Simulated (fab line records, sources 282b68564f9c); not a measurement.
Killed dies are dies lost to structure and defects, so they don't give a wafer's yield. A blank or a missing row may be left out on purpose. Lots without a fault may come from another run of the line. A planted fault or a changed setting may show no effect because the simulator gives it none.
Split-lot experiment | flow rit_cmos | 5 lots, 20 wafers read, on a route of 202 steps

THE SPLIT
At RIT_SPACER_ETCHBACK_05 (etches Si3N4 in SF6/CHF3, stops on SiO2, target depth 250 nm, time 240 s), the setting time_s was moved away from the recipe's 240 s on 8 of the 20 wafers read, by -14.2% to +12.0%. The other wafers ran this setting at the recipe's value.

FROM THE SPLIT TO THE READING: what the file shows between them, 17 steps
- RIT_PSD_IMPLANT_08 (also split here: energy_kev)
- RIT_PSD_STRIP_09: strips in O2, time 180 s
- RIT_SDANNEAL_CLEAN_02: cleans in SC2, time 600 s
- RIT_SDANNEAL_RTA_03: time 5 s
- RIT_SDANNEAL_RS_MEAS_04: measures by four-point-probe
- RIT_CONTACT_SOFTBAKE_04: time 60 s (also split here: temp_c)
- RIT_CONTACT_EXPOSE_05: exposes mask M11, target cd 1000 nm
- RIT_CONTACT_PEB_06
- RIT_CONTACT_DEVELOP_07: develop time 122.4 s
- RIT_M1_EXPOSE_06: exposes mask M12, target cd 2600 nm (also split here: dose_mj)
- RIT_M1_DEVELOP_08: develop time 68 s (also split here: develop_time_s)
- RIT_M1_CD_MEAS_09: target cd 2600 nm
- RIT_M1_HARDBAKE_11: time 120 s
- RIT_M1_METAL_ETCH_12: etches Al in Cl2/BCl3, stops on SiO2, time 165 s, target depth 600 nm
- RIT_M1_STRIP_13: strips in nmp, time 621.8 s
- RIT_M1_STRIP_14: strips in O2, time 180 s
- RIT_M1_CD_MEAS_90: target cd 2600 nm

THE READING
etest.nplus_sal.width_nm (the simulator's own value, which no gauge read), in nm, at RIT_M1_PROBE_99. The file gives no usual value for it. The 12 wafers here that ran the recipe average 3445 nm, standard deviation 30 nm.

wafer  | tool, chamber at the split | time_s as run, s | against the recipe | etest.nplus_sal.width_nm, nm | against lot-mates on the recipe
L074.1 | rie_diel-02, 1             | 268.8            | +12.0%             | 3542                         | +43
L074.2 | rie_diel-02, 3             | 240              | recipe             | 3504                         | -
L074.3 | rie_diel-02, 2             | 240              | recipe             | 3494                         | -
L074.4 | rie_diel-02, 0             | 268.8            | +12.0%             | 3548                         | +49
L074.5 | rie_diel-02, 1             | 268.8            | +12.0%             | 3571                         | +72
L075.1 | rie_diel-01, 3             | 240              | recipe             | 3410                         | -
L075.5 | rie_diel-01, 1             | 240              | recipe             | 3436                         | -
L078.1 | rie_diel-02, 2             | 240              | recipe             | 3447                         | -
L078.4 | rie_diel-02, 1             | 240              | recipe             | 3452                         | -
L078.6 | rie_diel-02, 3             | 240              | recipe             | 3474                         | -
L083.1 | rie_diel-03, 1             | 249.2            | +3.8%              | 3450                         | +32
L083.3 | rie_diel-03, 2             | 240              | recipe             | 3425                         | -
L083.4 | rie_diel-03, 3             | 240              | recipe             | 3412                         | -
L083.5 | rie_diel-03, 2             | 240              | recipe             | 3417                         | -
L083.6 | rie_diel-03, 3             | 249.2            | +3.8%              | 3462                         | +44
L085.1 | rie_diel-02, 0             | 240              | recipe             | 3422                         | -
L085.2 | rie_diel-02, 1             | 205.8            | -14.2%             | 3346                         | -90
L085.4 | rie_diel-02, 2             | 205.8            | -14.2%             | 3342                         | -94
L085.5 | rie_diel-02, 1             | 240              | recipe             | 3449                         | -
L085.6 | rie_diel-02, 2             | 205.8            | -14.2%             | 3329                         | -106

THE FIT
A straight line over all 20 wafers: etest.nplus_sal.width_nm changes by +7.96 nm for each +1% of time_s; r = +0.92; the points scatter about the line by 27 nm.
The same after taking each lot's own level away (the mean of its wafers on the recipe; 20 wafers): +5.97 nm for each +1%; r = +0.96; scatter 14 nm.
On that fit, the largest move of time_s shifts the reading by 85 nm.
The lots' own levels span 3418.0 to 3499.0 nm, that is 2.7 times the standard deviation above.
So the lot-to-lot level changes the slope: the two fits differ.
Check: with one of the wafers moved furthest among these (-14.2%) left out of the fit, the line predicts -87.2 nm for it against its lot-mates. It came out at -89.5 nm against them.

OTHER SPLITS ON THESE WAFERS
These wafers also went through other splits before the reading. Each is held against what the fit with the lots' levels taken away leaves over:
other split on the same wafers   | wafers away from the commonest value | r with etest.nplus_sal.width_nm (lot level and that fit taken away)
RIT_NLDD_COAT_01 spin_rpm        | 5                                    | -0.17
RIT_NLDD_IMPLANT_08 energy_kev   | 7                                    | -0.11
RIT_PSD_IMPLANT_08 energy_kev    | 6                                    | -0.21
RIT_CONTACT_SOFTBAKE_04 temp_c   | 4                                    | -0.22
RIT_M1_EXPOSE_06 dose_mj         | 6                                    | +0.04
RIT_M1_DEVELOP_08 develop_time_s | 8                                    | -0.46

THE WHOLE CHAIN: every reading that the file lists as answering this split, in the file's order
step                   | what it does                                                             | reading                                                                        | change (the file's fit)               | r (the file's)
RIT_SPACER_ETCHBACK_05 | etches Si3N4 in SF6/CHF3, stops on SiO2, target depth 250 nm, time 240 s | Si3N4_of_SPACER_CVD_03.thk_nm (the simulator's own value, which no gauge read) | -0.531 nm for each +1% of the setting | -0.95
RIT_M1_PROBE_99        |                                                                          | etest.pplus_sal.width_nm (the simulator's own value, which no gauge read)      | +6.15 nm for each +1% of the setting  | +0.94
RIT_M1_PROBE_99        |                                                                          | etest.nplus_sal.width_nm (the simulator's own value, which no gauge read)      | +6 nm for each +1% of the setting     | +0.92

THE FILE'S OWN FIT
etest.nplus_sal.width_nm changes by +6 nm for each +1% of time_s, r = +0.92.
